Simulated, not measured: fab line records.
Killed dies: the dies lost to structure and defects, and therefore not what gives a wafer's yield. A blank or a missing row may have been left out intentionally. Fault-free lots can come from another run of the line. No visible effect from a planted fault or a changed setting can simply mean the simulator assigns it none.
8D (eight disciplines) problem report, filled in by code | flow rit_cmos | the parts of the form that need people (team, actions taken, sign-off) are left out

## 1. THE PROBLEM
run_length_s at RIT_PSD_STRIP_09 reads a mean of 117.1 s on 3 wafers of 1 lot; wafers without a fault read 208.3 s with a standard deviation of 0.33. So: -99 or more standard deviations from the usual mean.
The step: strips in O2, time 180 s.
The first sign was on wafer L890.1 at day 5 19:40, on plasma_asher-01. At this step, 39 wafers from 13 lots have a number in the record. Rule for "out" (also "out of limits"): further than 4 standard deviations from the usual mean. The other wafers with a number count as sound.

## 2. WHAT IT IS; WHAT IT IS NOT
question                    | is                     | is not
which readings at this step | run_length_s           | drypump_motor_current_A
which lots                  | L890                   | L878, L879, L882, L883, L884, L885, L886, L888, L894, L896, L899, L901
which wafers of those lots  | all that have a number | -
read on which tools         | plasma_asher-01        | plasma_asher-02, plasma_asher-03
when                        | from day 5 19:40       | up to then (24 sound wafers); but 12 sound wafers of L894, L896, L899, L901 came after

## 3. WHAT RULES OUT EACH SUSPECT
Counting: any tool at a process step up to the reading is kept as a suspect provided that every lot that is out went through it and no sound lot did after the first of them.
- plasma_asher-01 at RIT_PSD_STRIP_09 (strips in O2, time 180 s): kept. It ran the lot that is out, L890 (day 5 19:40), and no sound lot after that; its last sound lot up to then is L884 (day 4 10:26). Its own readings are out on those wafers: run_length_s.
Remaining after the count: plasma_asher-01 at RIT_PSD_STRIP_09.

## 4. THE CAUSE (what the simulator had put in)
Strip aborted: plasma_asher-01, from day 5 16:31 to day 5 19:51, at RIT_PSD_STRIP_09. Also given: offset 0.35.
Only this tool survived the counting.

## 5. THE CHAIN OF EFFECTS, in route order
Each row: a reading where the mean over the struck wafers with a number is more than 3 standard deviations away from the usual. Only readings for which the record gives a usual standard deviation are gone through. hours: the time from each lot's start at the first step in this table that gives one to its start at this step, as a median over the lots. sigmas: the change in usual standard deviations.
hours | step             | reading             | usual   | on struck wafers | change | sigmas
0     | RIT_PSD_STRIP_09 | run_length_s        | 208.3 s | 117.1            | -91.2  | -99 or more
9     | RIT_M1_PROBE_99  | killed_at_front_end | 7.0     | 264.0            | +257.0 | +89
9     | RIT_M1_PROBE_99  | killed_dies         | 7.2     | 264.0            | +256.8 | +89
9     | RIT_M1_PROBE_99  | killed_on_rim       | 2.1     | 70.0             | +67.9  | +49
Here are the process steps it includes:
- RIT_PSD_STRIP_09: strips in O2, time 180 s.
- RIT_M1_PROBE_99

## 6. HOW IT WOULD HAVE BEEN CAUGHT EARLIER
3 hours passed between the start of the fault at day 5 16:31 and the first reading out of limits in this record, taken at day 5 19:40.
